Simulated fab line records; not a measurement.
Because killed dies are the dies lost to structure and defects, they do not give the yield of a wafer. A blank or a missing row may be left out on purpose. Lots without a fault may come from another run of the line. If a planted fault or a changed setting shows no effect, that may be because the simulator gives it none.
Lot-split experiment | flow rit cmos | on a route of 202 steps: 5 lots, 23 wafers read

== THE SPLIT ITSELF ==
At RIT_NWELL_COAT_01 (resist thk 1300 nm), the setting resist thk nm was moved away from the recipe's 1300 nm on 5 of the 23 wafers read, by -5.9% to +1.7%. The other wafers ran this setting at the recipe's value.

== FROM THE SPLIT TO THE READING: what the file shows between them, 3 steps ==
- RIT_NWELL_SOFTBAKE_02: time 60 s
- RIT_NWELL_EXPOSE_03: exposes mask M2, target cd 43900 nm
- RIT_NWELL_DEVELOP_05: develop time 68 s

== THE READING ==
NOVOLAK_of_NWELL_COAT_01.thk nm (the simulator's own value, which no gauge read), in nm, at RIT_NWELL_HARDBAKE_07 (time 120 s). There is no usual value for it anywhere in the file. Here, 18 wafers ran the recipe; their average is 1136 nm with a standard deviation of 2.4 nm.

wafer  | tool, chamber at the split | resist thk nm as run, nm | against the recipe | NOVOLAK_of_NWELL_COAT_01.thk nm, nm | against lot-mates on the recipe
L078.2 | litho track-02, 0          | 1300                     | recipe             | 1134                                | -
L078.3 | litho track-02, 0          | 1300                     | recipe             | 1137                                | -
L078.4 | litho track-02, 0          | 1300                     | recipe             | 1133                                | -
L078.5 | litho track-02, 0          | 1300                     | recipe             | 1135                                | -
L078.6 | litho track-02, 0          | 1300                     | recipe             | 1135                                | -
L080.2 | litho track-03, 0          | 1300                     | recipe             | 1134                                | -
L080.6 | litho track-03, 0          | 1300                     | recipe             | 1134                                | -
L080.4 | litho track-03, 0          | 1300                     | recipe             | 1135                                | -
L082.1 | litho track-04, 0          | 1223                     | -5.9%              | 1073                                | -65
L082.2 | litho track-04, 0          | 1223                     | -5.9%              | 1073                                | -65
L082.3 | litho track-04, 0          | 1223                     | -5.9%              | 1073                                | -65
L082.4 | litho track-04, 0          | 1300                     | recipe             | 1138                                | -
L082.5 | litho track-04, 0          | 1300                     | recipe             | 1138                                | -
L083.1 | litho track-03, 0          | 1300                     | recipe             | 1138                                | -
L083.2 | litho track-03, 0          | 1300                     | recipe             | 1136                                | -
L083.3 | litho track-03, 0          | 1300                     | recipe             | 1136                                | -
L083.6 | litho track-03, 0          | 1300                     | recipe             | 1136                                | -
L083.4 | litho track-03, 0          | 1300                     | recipe             | 1133                                | -
L084.2 | litho track-04, 0          | 1300                     | recipe             | 1140                                | -
L084.4 | litho track-04, 0          | 1300                     | recipe             | 1140                                | -
L084.3 | litho track-04, 0          | 1322                     | +1.7%              | 1158                                | +18
L084.5 | litho track-04, 0          | 1322                     | +1.7%              | 1162                                | +22
L084.6 | litho track-04, 0          | 1300                     | recipe             | 1141                                | -

THE FIT
A straight line over all 23 wafers: NOVOLAK_of_NWELL_COAT_01.thk nm changes by +10.9 nm for each +1% of resist thk nm; r = +0.99; the points scatter about the line by 2.8 nm.
The same after taking each lot's own level away (the mean of its wafers on the recipe; 23 wafers): +11 nm for each +1%; r = +1.00; scatter 1.3 nm.
Per that fit: largest resist thk nm move, reading shift of 65 nm.
Across the lots, their own levels run from 1134.3 to 1140.3 nm, a range of 2.5 times the standard deviation given above.
Hence the lot-to-lot level has little effect on the slope; both slopes agree.
Check: with one of the wafers moved furthest among these (-5.9%) left out of the fit, the line predicts -65.2 nm for it against its lot-mates. Against them it came out at -65 nm.

== THESE WAFERS: OTHER SPLITS ==
Note: prior to the reading, these wafers also went through further splits. Each is held against what the fit with the lots' levels taken away leaves over:
other split on the same wafers | wafers away from the commonest value | r with NOVOLAK_of_NWELL_COAT_01.thk nm (lot level and that fit taken away)
RIT_ACTIVE_COAT_06 spin rpm    | 4                                    | +0.31
RIT_FOX2_OXIDATION_00 temp c   | 15                                   | -0.08

== THE WHOLE CHAIN: every reading that the file lists as answering this split, in the file's order ==
step                  | what it does       | reading                                                                          | change (the file's fit)              | r (the file's)
RIT_NWELL_COAT_01     | resist thk 1300 nm | NOVOLAK_of_NWELL_COAT_01.thk nm (the simulator's own value, which no gauge read) | +12.9 nm for each +1% of the setting | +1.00
RIT_NWELL_HARDBAKE_07 | time 120 s         | NOVOLAK_of_NWELL_COAT_01.thk nm (the simulator's own value, which no gauge read) | +11.1 nm for each +1% of the setting | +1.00

== THE FILE'S OWN FIT ==
NOVOLAK_of_NWELL_COAT_01.thk nm changes by +11.1 nm for each +1% of resist thk nm, r = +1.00.
